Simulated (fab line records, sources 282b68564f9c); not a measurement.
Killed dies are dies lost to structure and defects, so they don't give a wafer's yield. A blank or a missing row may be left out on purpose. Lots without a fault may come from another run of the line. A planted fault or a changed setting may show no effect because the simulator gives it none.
Which tool did it? | flow rit_cmos | 7 lots, 21 wafers sampled, at 2 steps of a route of 202

WHAT THE GAUGES READ, wafer by wafer
RIT_PSD_OVL_MEAS_06.
lot  | measured    | on         | PSD_OVL (nm)
L250 | day 3 12:29 | overlay-02 | -2.5 -1.7 -0.9
L252 | day 3 18:30 | overlay-02 | 0.2 0.9 -1.2
L254 | day 4 11:17 | overlay-02 | 2.5 -0.8 0.6
L256 | day 4 16:16 | overlay-02 | 1.5 2.2 1.9
L260 | day 5 14:52 | overlay-01 | 0.7 -0.5 -1.3
L262 | day 6 07:40 | overlay-02 | 130.4 131.7 129.8
L267 | day 8 03:03 | overlay-01 | 129.8 128.2 129.0

WHICH TOOL RAN EACH LOT (tool, then ch and the chambers of the sampled wafers, then the start)
lot  | RIT_PSD_EXPOSE_03
L250 | iline_stepper-01 ch 0, day 3 12:07
L252 | iline_stepper-01 ch 0, day 3 17:53
L254 | iline_stepper-01 ch 0, day 4 10:53
L256 | iline_stepper-02 ch 0, day 4 15:52
L260 | iline_stepper-02 ch 0, day 5 14:28
L262 | iline_stepper-01 ch 0, day 6 07:16
L267 | iline_stepper-01 ch 0, day 8 02:33
- RIT_PSD_EXPOSE_03: exposes mask M10, target cd 40900 nm.

THE ANSWER, worked out from the rows above alone
Rule: what is usual is taken from the lots themselves. Put in order of their means at a reading, lots are off if they are a third of the lots or fewer, leave a main group of 4 or more, and stand apart from it by a gap of 3 or more times the standard deviation of the main group's means; of several such gaps the widest counts. A main group whose means are all the same, to the digits that the tables above print for the reading, isn't used. A lot without any number at a reading at which 4 lots or more have one is off too. The other lots that the step has rows for count as sound.
Off: L262, L267, at RIT_PSD_OVL_MEAS_06 (PSD_OVL). The main group: mean 0.1 nm, standard deviation 1.2.
A tool fits if, at a process step before that reading, it ran every lot that is off, and no sound lot after the first of them. The gauges at RIT_PSD_OVL_MEAS_06 are tried like those tools. One fits: iline_stepper-01 at RIT_PSD_EXPOSE_03. Its last sound lot is L254 (day 4 10:53), its first lot that is off L262 (day 6 07:16): a fault that began between those two fits.

WHAT THE SIMULATOR HAD PUT IN
Scanner matching overlay: iline_stepper-01, from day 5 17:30 on, at RIT_PSD_EXPOSE_03. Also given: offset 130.
Lots struck among those shown: L262, L267. The rule above found the same.
